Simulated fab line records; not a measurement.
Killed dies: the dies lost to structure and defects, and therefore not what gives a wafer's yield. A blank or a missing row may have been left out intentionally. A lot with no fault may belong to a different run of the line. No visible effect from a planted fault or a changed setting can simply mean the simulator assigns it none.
Shared-tool check | flow berkeleyCmos170 | Sample size 14 lots and 42 wafers

== REASON FOR OPENING ==
Of 14 lots, 2 have the reading PSD_TW flagged at UCB170_PSD_TW_MEAS_10. Fault-free wafers read 2337, with a standard deviation of 13.
Rule: a lot is flagged when every wafer of it that has a number lies more than 4 standard deviations from that mean, or none has a number. All remaining lots are regarded as sound.

lot  | measured     | on           | PSD_TW, wafer by wafer | flag
L687 | day 6 19:53  | filmMetro-03 | 2336 2337 2323         | 
L686 | day 6 20:07  | filmMetro-03 | 2337 2323 2338         | 
L685 | day 6 20:19  | filmMetro-04 | 2325 2324 2317         | 
L689 | day 7 10:16  | filmMetro-01 | 2340 2349 2349         | 
L690 | day 7 10:33  | filmMetro-03 | 2345 2349 2357         | 
L691 | day 7 20:48  | filmMetro-03 | 2357 2356 2354         | 
L692 | day 7 20:55  | filmMetro-01 | 2344 2335 2350         | 
L694 | day 8 21:06  | filmMetro-04 | 2312 2324 2331         | 
L696 | day 9 04:58  | filmMetro-01 | 2354 2351 2344         | 
L701 | day 9 15:29  | filmMetro-03 | 2268 2266 2276         | FLAGGED
L700 | day 9 16:35  | filmMetro-04 | 2269 2269 2261         | FLAGGED
L702 | day 10 11:52 | filmMetro-04 | 2320 2321 2321         | 
L703 | day 10 14:50 | filmMetro-04 | 2313 2306 2317         | 
L704 | day 11 10:44 | filmMetro-03 | 2364 2341 2356         | 
Average over the flagged lots: 2268; offset from the usual -69, equal to -5 standard deviations.

== WHICH TOOL EACH LOT WENT THROUGH ==
The record holds 3 process steps before the reading, out of a route of 331 steps. In each cell: the tool, then ch and the chambers that the sampled wafers went through, then the start.
lot  | flag    | UCB170_SPACER_CVD_00           | UCB170_PSD_IMPLANT_08           | UCB170_PSD_STRIP_09
L687 |         | pecvd-01 ch 0,1,2, day 6 13:55 | implanter-03 ch 0, day 6 19:39  | plasmaAsher-03 ch 0,1, day 6 19:47
L686 |         | pecvd-03 ch 0,2, day 6 14:18   | implanter-02 ch 0, day 6 19:52  | plasmaAsher-02 ch 0,1, day 6 20:01
L685 |         | pecvd-04 ch 0,1,2, day 6 12:52 | implanter-01 ch 0, day 6 20:05  | plasmaAsher-04 ch 0,1, day 6 20:13
L689 |         | pecvd-01 ch 0,1, day 7 01:00   | implanter-03 ch 0, day 7 10:01  | plasmaAsher-04 ch 0,1, day 7 10:10
L690 |         | pecvd-04 ch 1,2, day 7 00:47   | implanter-02 ch 0, day 7 10:20  | plasmaAsher-03 ch 0,1, day 7 10:28
L691 |         | pecvd-01 ch 1,2, day 7 14:19   | implanter-02 ch 0, day 7 20:33  | plasmaAsher-02 ch 0,1, day 7 20:42
L692 |         | pecvd-03 ch 0,1, day 7 14:19   | implanter-03 ch 0, day 7 20:41  | plasmaAsher-04 ch 0,1, day 7 20:49
L694 |         | pecvd-04 ch 0,1, day 8 13:04   | implanter-02 ch 0, day 8 20:53  | plasmaAsher-04 ch 0,1, day 8 21:01
L696 |         | pecvd-01 ch 0,1, day 8 21:10   | implanter-02 ch 0, day 9 04:43  | plasmaAsher-04 ch 0,1, day 9 04:52
L701 | FLAGGED | pecvd-03 ch 0,1,2, day 9 11:47 | implanter-01 ch 0, day 9 15:14  | plasmaAsher-02 ch 0,1, day 9 15:23
L700 | FLAGGED | pecvd-01 ch 0,1,2, day 9 12:20 | implanter-01 ch 0, day 9 16:20  | plasmaAsher-03 ch 0,1, day 9 16:29
L702 |         | pecvd-03 ch 1,2, day 10 08:36  | implanter-03 ch 0, day 10 11:37 | plasmaAsher-03 ch 1, day 10 11:45
L703 |         | pecvd-03 ch 1,2, day 10 10:17  | implanter-02 ch 0, day 10 14:35 | plasmaAsher-02 ch 0,1, day 10 14:43
L704 |         | pecvd-04 ch 0,1, day 11 05:40  | implanter-02 ch 0, day 11 10:30 | plasmaAsher-03 ch 0,1, day 11 10:38
What the steps here do:
- UCB170_SPACER_CVD_00: deposits SiO2 from TEOS/O2, target thk 376 nm, time 47 s.
- UCB170_PSD_IMPLANT_08
- UCB170_PSD_STRIP_09: strips in O2.
- UCB170_PSD_TW_MEAS_10

== FLAGGED OVER TOTAL, TOOL BY TOOL (the gauges that took the reading come last) ==
step                  | tool           | lots run | flagged | share of the flagged lots | sound lots run after its first flagged lot
UCB170_SPACER_CVD_00  | pecvd-01       | 5        | 1       | some                      | 0
UCB170_SPACER_CVD_00  | pecvd-03       | 5        | 1       | some                      | 2 (L702,L703)
UCB170_SPACER_CVD_00  | pecvd-04       | 4        | 0       | none                      | -
UCB170_PSD_IMPLANT_08 | implanter-01   | 3        | 2       | all                       | 0
UCB170_PSD_IMPLANT_08 | implanter-02   | 7        | 0       | none                      | -
UCB170_PSD_IMPLANT_08 | implanter-03   | 4        | 0       | none                      | -
UCB170_PSD_STRIP_09   | plasmaAsher-02 | 4        | 1       | some                      | 1 (L703)
UCB170_PSD_STRIP_09   | plasmaAsher-03 | 5        | 1       | some                      | 2 (L702,L704)
UCB170_PSD_STRIP_09   | plasmaAsher-04 | 5        | 0       | none                      | -
UCB170_PSD_TW_MEAS_10 | filmMetro-01   | 3        | 0       | none                      | -
UCB170_PSD_TW_MEAS_10 | filmMetro-03   | 6        | 1       | some                      | 1 (L704)
UCB170_PSD_TW_MEAS_10 | filmMetro-04   | 5        | 1       | some                      | 2 (L702,L703)

== WHAT IS ALLOWED BY THE TABLE ==
Rows of the table that ran each flagged lot: 1, that is implanter-01 at UCB170_PSD_IMPLANT_08.
- implanter-01 at UCB170_PSD_IMPLANT_08 ran 3 lots, 2 of them flagged. It ran its last sound lot, L685, at day 6 20:05 and its first flagged lot, L701, at day 9 15:14: a fault with its onset between the two fits. Its own readings (doseIonsCm2, faradayCurrentUA) fall more than 4 standard deviations out on all wafers of the flagged lots.
implanter-01 at UCB170_PSD_IMPLANT_08 is the single tool remaining.

== WHAT THE SIMULATOR HAD INSERTED ==
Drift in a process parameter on implanter-01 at UCB170_PSD_IMPLANT_08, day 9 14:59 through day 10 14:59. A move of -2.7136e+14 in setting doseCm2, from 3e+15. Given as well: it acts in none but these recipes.
Struck lots among those shown: L701, L700. The rule above reached the same finding.
